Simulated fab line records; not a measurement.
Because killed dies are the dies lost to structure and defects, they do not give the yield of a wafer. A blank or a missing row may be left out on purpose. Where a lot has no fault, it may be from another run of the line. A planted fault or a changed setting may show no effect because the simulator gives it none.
Shared-tool check ; flow rit-cmos ; Sampled: 13 lots, 39 wafers

== WHAT PROMPTED THE OPENING ==
Of 13 lots, 1 have the reading NRETRO_TW flagged at RIT_NRETRO_TW_MEAS_10. Fault-free wafers read 1043, with a standard deviation of 4.7.
Rule: a lot gets a flag if all its wafers with a number sit over 4 standard deviations from that mean, or if no wafer of it has a number. The other lots count as sound.

lot;measured;on;NRETRO_TW, wafer by wafer;flag
L702;day 2 09:53;film-metro-03;1039 1036 1042;
L705;day 3 04:59;film-metro-03;30 30 30;FLAGGED
L711;day 4 08:28;film-metro-03;1037 1037 1028;
L712;day 4 10:19;film-metro-03;1039 1036 1042;
L713;day 4 14:53;film-metro-04;1038 1047 1039;
L715;day 5 03:12;film-metro-01;1051 1049 1049;
L716;day 5 04:58;film-metro-03;1034 1043 1039;
L717;day 5 10:46;film-metro-04;1040 1038 1050;
L718;day 5 17:47;film-metro-01;1041 1042 1045;
L719;day 5 20:19;film-metro-04;1041 1044 1044;
L720;day 6 01:11;film-metro-04;1031 1037 1033;
L724;day 7 02:29;film-metro-03;1044 1043 1038;
L725;day 7 08:47;film-metro-04;1045 1043 1042;
On average the flagged lots read 30, which is -1013 against the usual, or -99 or more standard deviations.

== WHICH TOOL RAN EACH LOT ==
The record keeps 1 process step preceding the reading, out of 202 steps on the route. Cell contents, in order: the tool; ch with the chambers the sampled wafers went through; the start.
lot;flag;RIT_NRETRO_EXPOSE_03
L702;;iline-stepper-02 ch 0, day 2 08:51
L705;FLAGGED;iline-stepper-02 ch 0, day 3 03:53
L711;;iline-stepper-01 ch 0, day 4 07:26
L712;;iline-stepper-02 ch 0, day 4 09:17
L713;;iline-stepper-01 ch 0, day 4 13:49
L715;;iline-stepper-01 ch 0, day 5 02:10
L716;;iline-stepper-02 ch 0, day 5 03:56
L717;;iline-stepper-01 ch 0, day 5 09:44
L718;;iline-stepper-02 ch 0, day 5 16:44
L719;;iline-stepper-02 ch 0, day 5 19:16
L720;;iline-stepper-01 ch 0, day 6 00:08
L724;;iline-stepper-02 ch 0, day 7 01:26
L725;;iline-stepper-02 ch 0, day 7 07:46
What these steps do:
- RIT_NRETRO_EXPOSE_03: exposes mask M4, target cd 43900 nm.
- RIT_NRETRO_TW_MEAS_10

== FLAGGED OVER TOTAL, TOOL BY TOOL (the gauges that took the reading come last) ==
step;tool;lots run;flagged;share of the flagged lots;sound lots run after its first flagged lot
RIT_NRETRO_EXPOSE_03;iline-stepper-01;5;0;none;-
RIT_NRETRO_EXPOSE_03;iline-stepper-02;8;1;all;6 (L712,L716,L718,L719,L724,L725)
RIT_NRETRO_TW_MEAS_10;film-metro-01;2;0;none;-
RIT_NRETRO_TW_MEAS_10;film-metro-03;6;1;all;4 (L711,L712,L716,L724)
RIT_NRETRO_TW_MEAS_10;film-metro-04;5;0;none;-

== WHAT THE TABLE PERMITS ==
2 rows of the table ran every flagged lot: iline-stepper-02 at RIT_NRETRO_EXPOSE_03, film-metro-03 at RIT_NRETRO_TW_MEAS_10.
- iline-stepper-02 at RIT_NRETRO_EXPOSE_03 ran 8 lots, 1 of them flagged. Sound lots ran on it after the first flagged one (L712, L716, L718, L719, L724, L725), which a lasting fault on the whole tool wouldn't allow.
- film-metro-03 at RIT_NRETRO_TW_MEAS_10 ran 6 lots, 1 of them flagged. Sound lots ran on it after the first flagged one (L711, L712, L716, L724), which a lasting fault on the whole tool wouldn't allow.
Not one row of the table ran every flagged lot while running no sound lot after the first.

== WHAT THE SIMULATOR PUT IN ==
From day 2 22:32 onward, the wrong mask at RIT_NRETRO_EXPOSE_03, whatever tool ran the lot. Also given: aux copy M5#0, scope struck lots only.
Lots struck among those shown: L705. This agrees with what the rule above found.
